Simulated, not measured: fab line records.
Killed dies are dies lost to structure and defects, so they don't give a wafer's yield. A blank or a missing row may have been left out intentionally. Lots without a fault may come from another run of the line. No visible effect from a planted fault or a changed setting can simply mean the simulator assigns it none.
The tool behind it: which one? ; flow berkeley_cmos170 ; 14 lots, 42 wafers sampled, at 6 steps of a route of 331

== WHAT THE GAUGES SHOWED, per wafer ==
UCB170_PLDD_TW_MEAS_11. Usual: PLDD_TW 1007, standard deviation 9.8.
lot;measured;on;PLDD_TW;flag
L830;day 7 20:49;film_metro-01;995 1003 998;
L832;day 7 19:58;film_metro-03;1011 1020 1015;
L833;day 8 13:17;film_metro-01;990 1000 989;
L834;day 8 03:51;film_metro-01;991 993 993;
L837;day 8 13:39;film_metro-04;1013 1012 1017;
L839;day 9 01:14;film_metro-04;1012 1016 1016;
L840;day 9 01:32;film_metro-04;1010 1013 1013;
L842;day 9 17:05;film_metro-04;1015 1012 1016;
L843;day 9 16:58;film_metro-01;1005 1001 1003;
L847;day 11 00:05;film_metro-01;1055 1060 1056 1061 1056 1057;OFF
L846;day 10 23:26;film_metro-04;1078 1078 1077 1081 1073 1076;OFF
L849;day 10 23:23;film_metro-01;997 996 997;
L850;day 11 14:46;film_metro-03;1014 1011 1014;
L852;day 11 14:08;film_metro-03;1016 1013 1013;

UCB170_SDANNEAL_RS_MEAS_04: measurement is done with a four-point probe. Usual: PLDD_RS 1033.0 ohm/sq, standard deviation 2.7.
lot;measured;on;PLDD_RS (ohm/sq);flag
L830;day 8 11:30;film_metro-01;1033.2 1029.8 1033.1;
L832;day 8 10:47;film_metro-01;1031.8 1034.0 1031.0;
L833;day 9 03:01;film_metro-01;1035.0 1029.4 1029.5;
L834;day 8 20:36;film_metro-04;1032.1 1034.6 1038.1;
L837;day 9 03:58;film_metro-01;1033.1 1032.2 1031.8;
L839;day 9 19:41;film_metro-01;1028.1 1030.6 1032.3;
L840;day 9 19:09;film_metro-01;1033.6 1030.9 1028.3;
L842;day 10 05:40;film_metro-04;1033.6 1033.3 1033.4;
L843;day 10 05:33;film_metro-01;1035.5 1035.7 1032.5;
L847;day 11 15:24;film_metro-03;885.6 885.2 885.7 886.5 884.5 886.7;OFF
L846;day 11 11:58;film_metro-03;887.1 888.5 888.9 889.3 890.0 890.3;OFF
L849;day 11 12:09;film_metro-01;1032.2 1033.9 1034.7;
L850;day 12 04:37;film_metro-04;1036.2 1039.2 1037.9;
L852;day 12 05:08;film_metro-01;1031.1 1033.7 1037.1;

== TOOL THAT RAN EACH LOT (tool first, then ch and the chambers of the sampled wafers, then the start) ==
lot;UCB170_NWELL_STRIP_15;UCB170_ACTIVE_ETCH_15;UCB170_PLDD_IMPLANT_08;UCB170_SDANNEAL_RTA_00
L830;plasma_asher-03 ch 1, day 2 22:28;rie_diel-04 ch 0,1,2, day 5 10:32;implanter-03 ch 0, day 7 20:26;rtp_anneal-01 ch 0, day 8 11:08
L832;plasma_asher-04 ch 0,1, day 3 05:58;rie_diel-03 ch 1,3, day 5 10:15;implanter-03 ch 0, day 7 19:35;rtp_anneal-01 ch 0, day 8 10:24
L833;plasma_asher-04 ch 0,1, day 3 16:37;rie_diel-04 ch 0,2,3, day 5 19:44;implanter-03 ch 0, day 8 12:55;rtp_anneal-02 ch 0, day 9 02:38
L834;plasma_asher-03 ch 0,1, day 3 21:41;rie_diel-03 ch 1,2,3, day 5 19:08;implanter-01 ch 0, day 8 03:27;rtp_anneal-01 ch 0, day 8 20:14
L837;plasma_asher-01 ch 0,1, day 4 04:16;rie_diel-03 ch 1,2,3, day 6 09:35;implanter-01 ch 0, day 8 13:15;rtp_anneal-02 ch 0, day 9 03:33
L839;plasma_asher-01 ch 0,1, day 4 09:55;rie_diel-02 ch 0,3, day 6 20:17;implanter-01 ch 0, day 9 00:53;rtp_anneal-02 ch 0, day 9 19:17
L840;plasma_asher-03 ch 0,1, day 4 21:50;rie_diel-03 ch 0,1,2, day 6 20:31;implanter-02 ch 0, day 9 01:11;rtp_anneal-02 ch 0, day 9 18:41
L842;plasma_asher-03 ch 0,1, day 5 07:05;rie_diel-03 ch 1,2,3, day 7 11:38;implanter-01 ch 0, day 9 16:41;rtp_anneal-02 ch 0, day 10 05:16
L843;plasma_asher-04 ch 0,1, day 5 12:07;rie_diel-03 ch 2,3, day 7 12:25;implanter-02 ch 0, day 9 16:35;rtp_anneal-02 ch 0, day 10 05:09
L847;plasma_asher-03 ch 0,1, day 5 22:09;rie_diel-02 ch 0,2, day 8 09:15;implanter-01 ch 0, day 10 23:42;rtp_anneal-01 ch 0, day 11 14:56
L846;plasma_asher-04 ch 0,1, day 5 22:24;rie_diel-04 ch 0,2,3, day 8 09:07;implanter-01 ch 0, day 10 23:02;rtp_anneal-01 ch 0, day 11 11:35
L849;plasma_asher-04 ch 0,1, day 6 19:02;rie_diel-04 ch 0,3, day 8 15:00;implanter-03 ch 0, day 10 22:59;rtp_anneal-02 ch 0, day 11 11:47
L850;plasma_asher-01 ch 0,1, day 7 02:40;rie_diel-02 ch 1,2, day 9 06:30;implanter-02 ch 0, day 11 14:22;rtp_anneal-02 ch 0, day 12 04:15
L852;plasma_asher-03 ch 0,1, day 7 05:12;rie_diel-03 ch 0,2, day 9 06:39;implanter-03 ch 0, day 11 13:45;rtp_anneal-01 ch 0, day 12 04:46
- UCB170_NWELL_STRIP_15: strips in O2.
- UCB170_ACTIVE_ETCH_15: etches Si3N4 in CH3F/Ar/O2, stops on SiO2, target depth 242 nm, time 151 s.
- UCB170_PLDD_IMPLANT_08
- UCB170_SDANNEAL_RTA_00: time 10 s.

== WHAT THE TOOLS THEMSELVES READ (means of the sampled wafers that have a number; where no wafer has one, the mark that the record gives instead) ==
UCB170_NWELL_STRIP_15. Usual: drypump_motor_current_A 5.8 A, standard deviation 0.45; oes_product_au 0.721 a.u., standard deviation 0.0048; strip_time_to_endpoint_s 17.97 s, standard deviation 0.071.
lot;tool;drypump_motor_current_A (A);oes_product_au (a.u.);strip_time_to_endpoint_s (s);flag
L830;plasma_asher-03;6.4;0.720;17.97;
L832;plasma_asher-04;5.5;0.720;17.98;
L833;plasma_asher-04;5.5;0.717;18.08;
L834;plasma_asher-03;5.6;0.719;17.99;
L837;plasma_asher-01;6.2;0.720;17.86;
L839;plasma_asher-01;6.2;0.722;17.89;
L840;plasma_asher-03;5.6;0.722;17.98;
L842;plasma_asher-03;6.0;0.722;17.98;
L843;plasma_asher-04;5.5;0.719;18.01;
L847;plasma_asher-03;5.6;0.718;18.00;
L846;plasma_asher-04;5.5;0.721;17.95;
L849;plasma_asher-04;5.5;0.722;18.03;
L850;plasma_asher-01;6.1;0.719;17.95;
L852;plasma_asher-03;5.6;0.720;17.98;

UCB170_ACTIVE_ETCH_15. Usual: drypump_motor_current_A 5.8 A, standard deviation 0.45; oes_product_au 0.942 a.u., standard deviation 0.016; throttle_valve_pct 8.06 %, standard deviation 0.14.
lot;tool;drypump_motor_current_A (A);oes_product_au (a.u.);throttle_valve_pct (%);flag
L830;rie_diel-04;5.7;0.918;8.07;
L832;rie_diel-03;5.9;0.946;8.10;
L833;rie_diel-04;5.6;0.933;7.94;
L834;rie_diel-03;5.9;0.947;8.13;
L837;rie_diel-03;5.9;0.951;8.12;
L839;rie_diel-02;5.9;0.934;7.97;
L840;rie_diel-03;6.0;0.953;8.07;
L842;rie_diel-03;5.9;0.953;8.12;
L843;rie_diel-03;5.9;0.958;8.16;
L847;rie_diel-02;6.1;0.955;8.06;
L846;rie_diel-04;5.6;0.932;7.94;
L849;rie_diel-04;6.0;0.930;8.05;
L850;rie_diel-02;5.4;0.951;8.18;
L852;rie_diel-03;5.9;0.964;8.10;

UCB170_PLDD_IMPLANT_08. Usual: beam_on_s 10.03 s, standard deviation 0.2; dose_ions_cm2 4.999e+13, standard deviation 5.2e+10; faraday_current_uA 158, standard deviation 3.1.
lot;tool;beam_on_s (s);dose_ions_cm2;faraday_current_uA;flag
L830;implanter-03;10.13;5.001e+13;157;
L832;implanter-03;10.11;4.995e+13;156;
L833;implanter-03;10.09;4.998e+13;157;
L834;implanter-01;9.75;5.002e+13;163;
L837;implanter-01;10.22;5.000e+13;155;
L839;implanter-01;9.88;5.009e+13;160;
L840;implanter-02;10.07;4.996e+13;158;
L842;implanter-01;10.00;4.998e+13;159;
L843;implanter-02;10.06;4.996e+13;157;
L847;implanter-01;12.37;7.095e+13;182;OFF
L846;implanter-01;12.25;7.101e+13;183;OFF
L849;implanter-03;9.97;4.999e+13;159;
L850;implanter-02;10.00;5.002e+13;159;
L852;implanter-03;10.04;4.999e+13;158;

UCB170_SDANNEAL_RTA_00. Usual: chamber_o2_ppm 2.008, standard deviation 0.023; lamp_power_pct 22.3 %, standard deviation 0.76; wafer_temp_C_max 905.4, standard deviation 1.1.
lot;tool;chamber_o2_ppm;lamp_power_pct (%);wafer_temp_C_max;flag
L830;rtp_anneal-01;2.011;23.2;904.6;
L832;rtp_anneal-01;2.008;23.1;904.6;
L833;rtp_anneal-02;1.997;21.6;905.3;
L834;rtp_anneal-01;2.003;23.2;904.6;
L837;rtp_anneal-02;2.026;21.6;905.4;
L839;rtp_anneal-02;1.992;21.6;904.7;
L840;rtp_anneal-02;2.045;21.6;905.6;
L842;rtp_anneal-02;1.999;21.6;905.4;
L843;rtp_anneal-02;1.987;21.6;905.9;
L847;rtp_anneal-01;1.992;23.1;904.9;
L846;rtp_anneal-01;2.019;23.1;903.9;
L849;rtp_anneal-02;2.002;21.6;905.9;
L850;rtp_anneal-02;2.023;21.6;905.6;
L852;rtp_anneal-01;1.997;23.1;905.0;

== THE ANSWER, worked out from the rows above alone ==
Rule: take the mean of a lot's wafers that have a number; if it is more than 3 standard deviations from the usual mean, the lot is off. Also off: a lot with no number at a reading for which 4 or more lots have one. All remaining lots with rows at the step are treated as sound. After the gauges, taken in route order, come the tools' own readings; for these a lot's mean is taken, as printed above. The first step at which some lot is off is used, and at that step the reading that is off furthest; a lot without a number counts as furthest.
Off: L847, L846, seen at UCB170_PLDD_TW_MEAS_11 (PLDD_TW).
A tool fits if, at a process step before that reading, it ran every lot that is off, and no sound lot after the first of them. The gauges at UCB170_PLDD_TW_MEAS_11 aren't tried: what is off there is off at UCB170_SDANNEAL_RS_MEAS_04 too, on other tools, and a gauge's error can't cause that. One fits: UCB170_PLDD_IMPLANT_08 on implanter-01. Its last sound lot is L842 (day 9 16:41), its first lot that is off L846 (day 10 23:02): a fault that began between those two fits.
The tool's own readings at UCB170_PLDD_IMPLANT_08 bear it out: on the lots that are off they differ by more than 5 times the standard deviation of the sound lots' means. beam_on_s reads 12.31 s there against 10.03 s on the sound lots; dose_ions_cm2 reads 7.098e+13 there against 5.000e+13 on the sound lots; faraday_current_uA reads 182 there against 158 on the sound lots.

== WHAT HAD BEEN PUT IN BY THE SIMULATOR ==
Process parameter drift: implanter-01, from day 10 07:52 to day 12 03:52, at UCB170_PLDD_IMPLANT_08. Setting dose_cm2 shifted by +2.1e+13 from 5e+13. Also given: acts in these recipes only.
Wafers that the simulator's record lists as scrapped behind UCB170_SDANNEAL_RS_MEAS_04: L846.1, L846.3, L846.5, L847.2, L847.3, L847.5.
Lots struck among those shown: L846, L847. The rule given above showed the same thing.
